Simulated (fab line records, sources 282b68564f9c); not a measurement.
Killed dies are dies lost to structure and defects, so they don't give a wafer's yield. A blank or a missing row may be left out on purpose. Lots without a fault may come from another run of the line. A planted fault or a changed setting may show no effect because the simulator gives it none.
One fault seen from 2 desks | flow rit_cmos | each desk has only its own numbers; what lay behind them comes last

THE METROLOGY DESK
What the gauges read, lot by lot, whatever tool the lot ran on: means of the sampled wafers that have a number. A lot is out of limits, marked OUT, if its mean lies more than 4 standard deviations from the usual mean; the brackets give that distance.
Columns: A = ACTIVE_NITRIDE_THK at RIT_ACTIVE_THK_MEAS_04, usual 149.3 nm
lot  | first seen here | A
L983 | day 1 13:32     | 152.0
L984 | day 1 20:02     | 151.0
L985 | day 2 00:10     | 147.7
L986 | day 2 04:57     | 148.9
L987 | day 2 10:32     | 150.8
L988 | day 2 14:32     | 151.6
L991 | day 3 05:44     | 151.2
L992 | day 3 11:16     | 149.1
L993 | day 3 16:20     | 148.0
L994 | day 3 20:40     | 249.4 (+63) OUT
L995 | day 4 02:31     | 251.7 (+64) OUT
L996 | day 4 08:44     | 149.2
L997 | day 4 12:04     | 149.0
L103 | day 5 17:48     | 148.1
This desk's finding: out of limits on L994, L995; first on L994, day 3 20:40 (ACTIVE_NITRIDE_THK at RIT_ACTIVE_THK_MEAS_04). In limits: L983, L984, L985, L986, L987, L988, L991, L992, L993, L996, L997, L103.

THE TOOL OWNER'S DESK: lpcvd-01
The tool's own readings at RIT_ACTIVE_CVD_03 (deposits Si3N4 from SiH2Cl2/NH3, target thk 150 nm, time 1500 s): means of the sampled wafers that have a number, for each lot that ran on this tool. A lot is out of limits, marked OUT, if its mean lies more than 4 standard deviations from the usual mean; the brackets give that distance.
Columns: A = spike_tc_centre_C at RIT_ACTIVE_CVD_03, usual 812.5 C; B = spike_tc_load_C at RIT_ACTIVE_CVD_03, usual 833.5 C; C = spike_tc_source_C at RIT_ACTIVE_CVD_03, usual 831.7 C; D = susceptor_temp_C at RIT_ACTIVE_CVD_03, usual 810.1 C; E = zone_power_load_pct at RIT_ACTIVE_CVD_03, usual 21.5 %
lot  | first seen here | A               | B               | C               | D                       | E
L984 | day 1 18:36     | 813.7           | 832.7           | 833.6           | 809.5                   | 22.6
L987 | day 2 09:05     | 813.9           | 833.5           | 832.4           | 809.7                   | 24.2
L988 | day 2 13:07     | 814.1           | 832.6           | 833.9           | 810.0                   | 22.3
L991 | day 3 04:19     | 814.2           | 833.8           | 833.0           | 810.5                   | 24.0
L993 | day 3 14:53     | 814.0           | 832.9           | 832.9           | 809.7                   | 22.2
L994 | day 3 19:14     | 878.9 (+39) OUT | 895.8 (+45) OUT | 896.1 (+23) OUT | 873.8 (+99 or more) OUT | 28.8 (+4.1) OUT
L995 | day 4 01:05     | 878.0 (+39) OUT | 896.8 (+45) OUT | 896.5 (+23) OUT | 874.2 (+99 or more) OUT | 28.7
This desk's finding: out of limits on L994, L995; first on L994, day 3 19:14 (spike_tc_centre_C at RIT_ACTIVE_CVD_03). In limits: L984, L987, L988, L991, L993.

PUT TOGETHER
The tool owner's desk could have raised an alarm at day 3 19:14, on L994, L995.
The metrology desk could have raised an alarm at day 3 20:40, on L994, L995.
Of the lots named, all ran RIT_ACTIVE_CVD_03 on lpcvd-01.

WHAT THE SIMULATOR HAD PUT IN
Process parameter drift: lpcvd-01, from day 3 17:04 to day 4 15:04, at RIT_ACTIVE_CVD_03. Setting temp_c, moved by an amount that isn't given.
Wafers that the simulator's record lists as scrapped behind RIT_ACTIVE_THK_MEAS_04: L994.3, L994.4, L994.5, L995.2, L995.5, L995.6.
Lots struck among those shown: L994, L995.
Hours from the fault's start to each desk's first reading out of limits: the tool owner's desk, 2; the metrology desk, 4.
